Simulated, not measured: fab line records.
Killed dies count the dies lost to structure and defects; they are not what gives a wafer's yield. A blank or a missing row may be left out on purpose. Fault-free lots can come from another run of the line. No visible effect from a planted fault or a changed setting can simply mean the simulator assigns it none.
Comparing a struck lot with a sound one	flow rit-cmos	15 out of 202 route steps
Sound: wafers L739.3, L739.4, L739.6. Struck: wafers L751.3, L751.5 (left out: L751.4, a lot-mate that was not struck); the cause follows at the end.
Per side, at each step with rows, come the tool, then ch with its chambers, and then its first start. Under that, the readings that differ: sound wafers	struck wafers	difference of the means	sigmas: that difference in standard deviations of wafers without a fault.
alike: words and numbers the same on both sides, and readings whose means are apart by under 2 such deviations; not compared: readings that were withheld, readings missing a value for some wafer, numbers with overlapping values and no deviation given by the record, and bounds like >300 which may hide the same value.
A row with sigmas, a row that says differs or no value, or rows on one side alone: a step with any of these is where the two part. Numbers that have no deviation but don't overlap get no sigmas and don't part them. A reading missing from all wafers of one side parts the sides only when that side holds two or more wafers.

RIT_GATE_THK_MEAS_07:
  sound on film-metro-02, day 2 19:28; struck on film-metro-03, day 5 04:34
  alike: GATE_OXIDE_THK
then, 1 step without rows for these wafers: RIT_GATE_CVD_08 (deposits poly-Si from SiH4, target thk 250 nm, time 2220 s).
RIT_GATE_THK_MEAS_09:
  sound on film-metro-02, day 2 21:08; struck on film-metro-03, day 5 06:14
  alike: GATE_POLY_THK
then, 6 steps without rows for these wafers: RIT_GATE_HMDS_10 (prime time 60 s); RIT_GATE_COAT_11 (resist thk 850 nm); RIT_GATE_SOFTBAKE_12 (time 60 s); RIT_GATE_EXPOSE_13 (exposes mask M6, target cd 150 nm); RIT_GATE_PEB_14; RIT_GATE_DEVELOP_15 (develop time 50 s).
RIT_GATE_CD_MEAS_16: the cd target is 150 nm.
  sound on cd-sem-02, day 2 22:04; struck on cd-sem-02, day 5 07:22
  alike: cd-nm
RIT_GATE_OVL_MEAS_17:
  sound on overlay-02, day 2 22:10; struck on overlay-01, day 5 07:28
  alike: GATE_OVL
then, 1 step without rows for these wafers: RIT_GATE_HARDBAKE_18 (time 60 s).
RIT_GATE_ETCH_19: etches poly-Si in SF6/CHF3/O2, stops on SiO2, time 165 s, target depth 312.5 nm.
  sound on rie-si-02 ch 1,3, day 2 22:20; struck on rie-si-02 ch 2, day 5 07:38
reading	sound	struck	difference	sigmas
oes-product-au (a.u.)	0.841 0.869 0.845	0.807 0.800	-0.048	-4
throttle-valve-pct (%)	10.29 10.52 10.29	10.06 10.05	-0.31	-2
model.NOVOLAK_of_GATE_COAT_11.thk-nm (nm)	668 674.6 669	699.4 699.8	+29.1	
model.etch.depth-nm (nm)	249.7 251.3 251.7	225.5 226.3	-25.0	
model.GATE.feature-depth-nm (nm)	249.7 251.3 251.7	225.5 226.3	-25.0	
  alike: drypump-motor-current-A
  not compared: rf-hours-counter-h
RIT_GATE_STRIP_20: strips in O2, time 180 s.
  sound on plasma-asher-04 ch 0,1, day 2 22:30; struck on plasma-asher-02 ch 1, day 5 07:49
  alike: drypump-motor-current-A
  not compared: rf-hours-counter-h
RIT_M1_PROBE_99:
  sound on prober-02, day 3 18:00; struck on prober-02, day 6 03:35
reading	sound	struck	difference	sigmas
killed-at-front-end	6 14 5	264 264	+256	+91
killed-dies	6 14 5	264 264	+256	+91
killed-on-rim	0 2 3	70 70	+68	+53
  alike: killed-open, killed-short

== WHERE THEY PART ==
At RIT_GATE_ETCH_19 first; at RIT_M1_PROBE_99 last (within this record only).

WHY: what had been put in by the simulator
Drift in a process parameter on rie-si-02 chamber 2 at RIT_GATE_ETCH_19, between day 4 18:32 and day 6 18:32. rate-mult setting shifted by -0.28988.
